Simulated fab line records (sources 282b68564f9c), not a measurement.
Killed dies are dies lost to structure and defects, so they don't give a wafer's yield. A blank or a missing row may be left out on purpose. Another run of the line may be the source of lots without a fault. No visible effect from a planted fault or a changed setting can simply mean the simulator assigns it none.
Split-lot experiment / flow rit_cmos / 5 lots, 23 wafers read, on a route of 202 steps

THE SPLIT
At RIT_M1_COAT_04 (resist thk 1300 nm), the setting resist_thk_nm was moved away from the recipe's 1300 nm on 8 of the 23 wafers read, by -2.7% to +3.2%. This setting was run at the recipe's value on the other wafers.

The reading comes from the split's own step.

THE READING
NOVOLAK_of_M1_COAT_04.thk_nm (the simulator's own value, which no gauge read), in nm, at RIT_M1_COAT_04 (resist thk 1300 nm). The file does not state a usual value for it. Here, 15 wafers ran the recipe; their average is 1301 nm with a standard deviation of 4.4 nm.

wafer=L074.1; tool, chamber at the split=litho_track-02, 0; resist_thk_nm as run, nm=1300; against the recipe=recipe; NOVOLAK_of_M1_COAT_04.thk_nm, nm=1302; against lot-mates on the recipe=-
wafer=L074.2; tool, chamber at the split=litho_track-02, 0; resist_thk_nm as run, nm=1300; against the recipe=recipe; NOVOLAK_of_M1_COAT_04.thk_nm, nm=1308; against lot-mates on the recipe=-
wafer=L074.3; tool, chamber at the split=litho_track-02, 0; resist_thk_nm as run, nm=1300; against the recipe=recipe; NOVOLAK_of_M1_COAT_04.thk_nm, nm=1301; against lot-mates on the recipe=-
wafer=L074.5; tool, chamber at the split=litho_track-02, 0; resist_thk_nm as run, nm=1300; against the recipe=recipe; NOVOLAK_of_M1_COAT_04.thk_nm, nm=1305; against lot-mates on the recipe=-
wafer=L074.6; tool, chamber at the split=litho_track-02, 0; resist_thk_nm as run, nm=1300; against the recipe=recipe; NOVOLAK_of_M1_COAT_04.thk_nm, nm=1304; against lot-mates on the recipe=-
wafer=L077.1; tool, chamber at the split=litho_track-01, 0; resist_thk_nm as run, nm=1265; against the recipe=-2.7%; NOVOLAK_of_M1_COAT_04.thk_nm, nm=1262; against lot-mates on the recipe=-36
wafer=L077.3; tool, chamber at the split=litho_track-01, 0; resist_thk_nm as run, nm=1265; against the recipe=-2.7%; NOVOLAK_of_M1_COAT_04.thk_nm, nm=1263; against lot-mates on the recipe=-36
wafer=L077.4; tool, chamber at the split=litho_track-01, 0; resist_thk_nm as run, nm=1300; against the recipe=recipe; NOVOLAK_of_M1_COAT_04.thk_nm, nm=1298; against lot-mates on the recipe=-
wafer=L077.5; tool, chamber at the split=litho_track-01, 0; resist_thk_nm as run, nm=1300; against the recipe=recipe; NOVOLAK_of_M1_COAT_04.thk_nm, nm=1299; against lot-mates on the recipe=-
wafer=L077.6; tool, chamber at the split=litho_track-01, 0; resist_thk_nm as run, nm=1265; against the recipe=-2.7%; NOVOLAK_of_M1_COAT_04.thk_nm, nm=1264; against lot-mates on the recipe=-34
wafer=L078.2; tool, chamber at the split=litho_track-04, 0; resist_thk_nm as run, nm=1300; against the recipe=recipe; NOVOLAK_of_M1_COAT_04.thk_nm, nm=1295; against lot-mates on the recipe=-
wafer=L078.3; tool, chamber at the split=litho_track-04, 0; resist_thk_nm as run, nm=1300; against the recipe=recipe; NOVOLAK_of_M1_COAT_04.thk_nm, nm=1295; against lot-mates on the recipe=-
wafer=L078.4; tool, chamber at the split=litho_track-04, 0; resist_thk_nm as run, nm=1300; against the recipe=recipe; NOVOLAK_of_M1_COAT_04.thk_nm, nm=1296; against lot-mates on the recipe=-
wafer=L082.1; tool, chamber at the split=litho_track-02, 0; resist_thk_nm as run, nm=1330; against the recipe=+2.3%; NOVOLAK_of_M1_COAT_04.thk_nm, nm=1332; against lot-mates on the recipe=+28
wafer=L082.2; tool, chamber at the split=litho_track-02, 0; resist_thk_nm as run, nm=1300; against the recipe=recipe; NOVOLAK_of_M1_COAT_04.thk_nm, nm=1302; against lot-mates on the recipe=-
wafer=L082.4; tool, chamber at the split=litho_track-02, 0; resist_thk_nm as run, nm=1300; against the recipe=recipe; NOVOLAK_of_M1_COAT_04.thk_nm, nm=1308; against lot-mates on the recipe=-
wafer=L082.5; tool, chamber at the split=litho_track-02, 0; resist_thk_nm as run, nm=1300; against the recipe=recipe; NOVOLAK_of_M1_COAT_04.thk_nm, nm=1303; against lot-mates on the recipe=-
wafer=L082.6; tool, chamber at the split=litho_track-02, 0; resist_thk_nm as run, nm=1330; against the recipe=+2.3%; NOVOLAK_of_M1_COAT_04.thk_nm, nm=1336; against lot-mates on the recipe=+32
wafer=L084.1; tool, chamber at the split=litho_track-01, 0; resist_thk_nm as run, nm=1342; against the recipe=+3.2%; NOVOLAK_of_M1_COAT_04.thk_nm, nm=1339; against lot-mates on the recipe=+43
wafer=L084.2; tool, chamber at the split=litho_track-01, 0; resist_thk_nm as run, nm=1342; against the recipe=+3.2%; NOVOLAK_of_M1_COAT_04.thk_nm, nm=1334; against lot-mates on the recipe=+38
wafer=L084.3; tool, chamber at the split=litho_track-01, 0; resist_thk_nm as run, nm=1300; against the recipe=recipe; NOVOLAK_of_M1_COAT_04.thk_nm, nm=1297; against lot-mates on the recipe=-
wafer=L084.4; tool, chamber at the split=litho_track-01, 0; resist_thk_nm as run, nm=1342; against the recipe=+3.2%; NOVOLAK_of_M1_COAT_04.thk_nm, nm=1341; against lot-mates on the recipe=+45
wafer=L084.5; tool, chamber at the split=litho_track-01, 0; resist_thk_nm as run, nm=1300; against the recipe=recipe; NOVOLAK_of_M1_COAT_04.thk_nm, nm=1295; against lot-mates on the recipe=-

FIT RESULTS
A straight line over all 23 wafers: NOVOLAK_of_M1_COAT_04.thk_nm changes by +12.9 nm for each +1% of resist_thk_nm; r = +0.98; the points scatter about the line by 4.5 nm.
The same after taking each lot's own level away (the mean of its wafers on the recipe; 23 wafers): +13 nm for each +1%; r = +1.00; scatter 2.1 nm.
The reading moves by 42 nm for the largest change in resist_thk_nm, on that fit.
Measured against the standard deviation above, the lots' own levels, which go from 1295.3 to 1304.3 nm, span 2.1 times it.
The two slopes agree, so the slope changes little with the lot-to-lot level.
Check: with one of the wafers moved furthest among these (+3.2%) left out of the fit, the line predicts +41.8 nm for it against its lot-mates. Against them it came out at +43 nm.

OTHER SPLITS ON THESE WAFERS
Other splits were also applied to these wafers ahead of the reading. Each is held against what the fit with the lots' levels taken away leaves over:
other split on the same wafers=RIT_ACTIVE_CVD_03 temp_c; wafers away from the commonest value=10; r with NOVOLAK_of_M1_COAT_04.thk_nm (lot level and that fit taken away)=+0.01
other split on the same wafers=RIT_ACTIVE_DEVELOP_10 develop_time_s; wafers away from the commonest value=4; r with NOVOLAK_of_M1_COAT_04.thk_nm (lot level and that fit taken away)=+0.19
other split on the same wafers=RIT_NWELL_IMPLANT_08 dose_cm2; wafers away from the commonest value=10; r with NOVOLAK_of_M1_COAT_04.thk_nm (lot level and that fit taken away)=-0.19
other split on the same wafers=RIT_PWELL_IMPLANT_08 dose_cm2; wafers away from the commonest value=7; r with NOVOLAK_of_M1_COAT_04.thk_nm (lot level and that fit taken away)=-0.17
other split on the same wafers=RIT_PRETRO_IMPLANT_08 energy_kev; wafers away from the commonest value=11; r with NOVOLAK_of_M1_COAT_04.thk_nm (lot level and that fit taken away)=+0.13
other split on the same wafers=RIT_NLDD_COAT_01 resist_thk_nm; wafers away from the commonest value=9; r with NOVOLAK_of_M1_COAT_04.thk_nm (lot level and that fit taken away)=-0.20
other split on the same wafers=RIT_PSD_COAT_01 spin_rpm; wafers away from the commonest value=6; r with NOVOLAK_of_M1_COAT_04.thk_nm (lot level and that fit taken away)=-0.20
other split on the same wafers=RIT_PSD_DEVELOP_05 dev_temp_c; wafers away from the commonest value=9; r with NOVOLAK_of_M1_COAT_04.thk_nm (lot level and that fit taken away)=-0.12

THE FILE'S OWN FIT
NOVOLAK_of_M1_COAT_04.thk_nm changes by +13 nm for each +1% of resist_thk_nm, r = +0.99.
